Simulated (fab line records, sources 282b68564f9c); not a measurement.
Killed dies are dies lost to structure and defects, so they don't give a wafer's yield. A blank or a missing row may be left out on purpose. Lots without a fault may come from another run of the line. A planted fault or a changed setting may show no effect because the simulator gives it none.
Which tool did it? | flow rit_cmos | 7 lots, 21 wafers sampled, at 2 steps of a route of 202

WHAT THE GAUGES READ, wafer by wafer
RIT_ACTIVE_CD_MEAS_11: target cd 1400 nm.
lot  | measured    | on        | cd_nm (nm)
L418 | day 2 01:13 | cd_sem-01 | 1404.2 1405.9 1403.9
L421 | day 2 15:34 | cd_sem-01 | 1408.0 1409.0 1405.2
L424 | day 3 06:28 | cd_sem-02 | 1407.7 1407.9 1407.9
L431 | day 4 17:26 | cd_sem-01 | 1399.8 1398.8 1399.2
L435 | day 5 14:35 | cd_sem-02 | 1402.7 1401.9 1402.1
L437 | day 5 23:49 | cd_sem-01 | 1396.2 1400.1 1399.0
L439 | day 6 10:19 | cd_sem-02 | 1400.9 1401.0 1401.8

WHICH TOOL RAN EACH LOT (tool, then ch and the chambers of the sampled wafers, then the start)
lot  | RIT_ACTIVE_DEVELOP_10
L418 | litho_track-04 ch 0, day 2 01:00
L421 | litho_track-02 ch 0, day 2 15:00
L424 | litho_track-02 ch 0, day 3 06:00
L431 | litho_track-03 ch 0, day 4 17:00
L435 | litho_track-02 ch 0, day 5 14:00
L437 | litho_track-03 ch 0, day 5 23:00
L439 | litho_track-03 ch 0, day 6 10:00
- RIT_ACTIVE_DEVELOP_10: develop time 50 s.

THE ANSWER, worked out from the rows above alone
Rule: what is usual is taken from the lots themselves. Put in order of their means at a reading, lots are off if they are a third of the lots or fewer, leave a main group of 4 or more, and stand apart from it by a gap of 3 or more times the standard deviation of the main group's means; of several such gaps the widest counts. A main group whose means are all the same, to the digits that the tables above print for the reading, isn't used. A lot without any number at a reading at which 4 lots or more have one is off too. The other lots that the step has rows for count as sound.
No lot is off at any reading shown: from this, nothing can be told.

WHAT THE SIMULATOR HAD PUT IN
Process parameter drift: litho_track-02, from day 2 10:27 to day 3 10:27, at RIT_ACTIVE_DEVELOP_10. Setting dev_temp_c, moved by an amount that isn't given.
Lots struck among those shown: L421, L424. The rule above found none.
